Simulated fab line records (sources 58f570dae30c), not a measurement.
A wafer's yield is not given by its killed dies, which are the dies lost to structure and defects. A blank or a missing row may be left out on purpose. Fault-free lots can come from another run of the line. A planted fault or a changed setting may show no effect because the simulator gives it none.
Which tool did it? ; flow berkeley_cmos170 ; 21 wafers from 7 lots sampled at 4 of the route's 331 steps

WHAT EACH GAUGE READ, for each wafer
UCB170_M3_RS_MEAS_02: a four-point-probe measurement.
lot;measured;on;M3_AL_RS (ohm/sq)
L214;day 7 21:25;film_metro-04;0.0316 0.0322 0.0322
L218;day 8 13:52;film_metro-02;0.0324 0.0318 0.0326
L225;day 9 21:34;film_metro-04;0.0321 0.0324 0.0321
L229;day 10 19:44;film_metro-04;0.0313 0.0317 0.0322
L232;day 11 18:44;film_metro-04;0.0313 0.0320 0.0318
L235;day 11 18:33;film_metro-02;0.0318 0.0325 0.0325
L236;day 12 09:08;film_metro-03;0.0321 0.0314 0.0317

TOOL THAT RAN EACH LOT (tool first, then ch and the chambers of the sampled wafers, then the start)
lot;UCB170_NVT_PEB_04;UCB170_NVT_STRIP_08;UCB170_NSD_STRIP_09
L214;litho_track-03 ch 0, day 6 00:45;plasma_asher-03 ch 0,1, day 6 01:13;plasma_asher-03 ch 0,1, day 7 00:41
L218;litho_track-03 ch 0, day 6 09:23;plasma_asher-02 ch 0,1, day 6 09:49;plasma_asher-01 ch 0,1, day 7 12:53
L225;litho_track-03 ch 0, day 7 19:10;plasma_asher-04 ch 1, day 7 19:36;plasma_asher-03 ch 0, day 8 21:17
L229;litho_track-03 ch 0, day 8 15:16;plasma_asher-03 ch 0, day 8 15:42;plasma_asher-01 ch 0,1, day 9 16:22
L232;litho_track-02 ch 0, day 9 07:00;plasma_asher-03 ch 0,1, day 9 07:28;plasma_asher-04 ch 0,1, day 10 14:37
L235;litho_track-02 ch 0, day 9 15:30;plasma_asher-04 ch 0,1, day 9 15:58;plasma_asher-03 ch 0,1, day 10 17:03
L236;litho_track-04 ch 0, day 9 23:47;plasma_asher-04 ch 0,1, day 10 00:15;plasma_asher-04 ch 0,1, day 11 03:25
- UCB170_NVT_PEB_04
- UCB170_NVT_STRIP_08: strips in O2.
- UCB170_NSD_STRIP_09: strips in O2.

THE ANSWER, worked out from the rows above alone
Rule: usual is defined by the lots themselves. The widest of any qualifying gaps counts: lots, ordered by their means at a reading, are off when they make up no more than a third of the lots, leave a main group of 4 or more, and stand apart from it by 3 or more times the standard deviation of that group's means. A main group whose means are all the same, to the digits that the tables above print for the reading, isn't used. A lot without any number at a reading at which 4 lots or more have one is off too. Any other lot the step has rows for is counted as sound.
None of the lots is off at any reading shown; this tells nothing.

WHAT THE SIMULATOR PUT IN
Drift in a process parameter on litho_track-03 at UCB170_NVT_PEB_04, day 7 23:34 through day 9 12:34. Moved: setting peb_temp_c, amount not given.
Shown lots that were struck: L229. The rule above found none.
